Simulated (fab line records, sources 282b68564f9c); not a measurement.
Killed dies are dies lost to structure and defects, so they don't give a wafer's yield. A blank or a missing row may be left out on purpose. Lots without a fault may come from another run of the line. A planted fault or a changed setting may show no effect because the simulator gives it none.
Which tool did it? | flow rit_cmos | 14 lots, 42 wafers sampled, at 2 steps of a route of 202

WHAT THE GAUGES READ, wafer by wafer
The record holds no reading of a measuring or inspecting step that can be judged against a usual standard deviation.

WHICH TOOL RAN EACH LOT (tool, then ch and the chambers of the sampled wafers, then the start)
lot  | RIT_SDANNEAL_CLEAN_02          | RIT_M1_PROBE_99
L961 | wet_bench-02 ch 1, day 3 07:26 | -
L962 | wet_bench-02 ch 2, day 3 14:52 | -
L963 | wet_bench-04 ch 3, day 3 18:23 | -
L965 | wet_bench-01 ch 0, day 4 02:31 | -
L966 | wet_bench-04 ch 2, day 4 07:06 | -
L967 | wet_bench-04 ch 0, day 4 11:28 | -
L968 | wet_bench-01 ch 2, day 4 13:44 | -
L969 | wet_bench-01 ch 3, day 5 00:24 | -
L971 | wet_bench-01 ch 0, day 5 05:22 | -
L972 | wet_bench-01 ch 0, day 5 10:23 | -
L973 | wet_bench-04 ch 2, day 5 14:49 | -
L980 | wet_bench-04 ch 3, day 7 05:08 | -
L983 | wet_bench-02 ch 0, day 7 21:22 | prober-02, day 8 05:17
L984 | wet_bench-02 ch 0, day 8 01:03 | prober-01, day 8 08:43
- RIT_SDANNEAL_CLEAN_02: cleans in SC2, time 600 s.
- RIT_M1_PROBE_99

WHAT THE TOOLS THEMSELVES READ (means of the sampled wafers that have a number; where no wafer has one, the mark that the record gives instead)
RIT_SDANNEAL_CLEAN_02.
lot  | tool         | bath_heat_duty_pct (%)
L961 | wet_bench-02 | 12.5
L962 | wet_bench-02 | 15.2
L963 | wet_bench-04 | 18.8
L965 | wet_bench-01 | 14.7
L966 | wet_bench-04 | 17.2
L967 | wet_bench-04 | 14.2
L968 | wet_bench-01 | 15.4
L969 | wet_bench-01 | 16.6
L971 | wet_bench-01 | 15.5
L972 | wet_bench-01 | 15.8
L973 | wet_bench-04 | 17.1
L980 | wet_bench-04 | 17.7
L983 | wet_bench-02 | 14.8
L984 | wet_bench-02 | 14.2

RIT_M1_PROBE_99.
lot  | tool      | killed_at_M0_to_M3 | killed_at_contacts | killed_at_front_end | killed_dies | killed_on_rim | killed_open | killed_short
L983 | prober-02 | 0.0                | 0.0                | 28.0                | 28.0        | 9.7           | 2.3         | 3.3
L984 | prober-01 | 0.0                | 0.0                | 29.7                | 29.7        | 10.7          | 3.0         | 5.0

THE ANSWER, worked out from the rows above alone
Rule: what is usual is taken from the lots themselves. Put in order of their means at a reading, lots are off if they are a third of the lots or fewer, leave a main group of 4 or more, and stand apart from it by a gap of 3 or more times the standard deviation of the main group's means; of several such gaps the widest counts. A main group whose means are all the same, to the digits that the tables above print for the reading, isn't used. A lot without any number at a reading at which 4 lots or more have one is off too. The other lots that the step has rows for count as sound. The gauges are gone through in route order, then the tools' own readings, and for those a lot's mean is taken as printed above. The first step at which some lot is off is used, and at that step the reading that is off furthest; a lot without a number counts as furthest.
No lot is off at any reading shown: from this, nothing can be told.

WHAT THE SIMULATOR HAD PUT IN
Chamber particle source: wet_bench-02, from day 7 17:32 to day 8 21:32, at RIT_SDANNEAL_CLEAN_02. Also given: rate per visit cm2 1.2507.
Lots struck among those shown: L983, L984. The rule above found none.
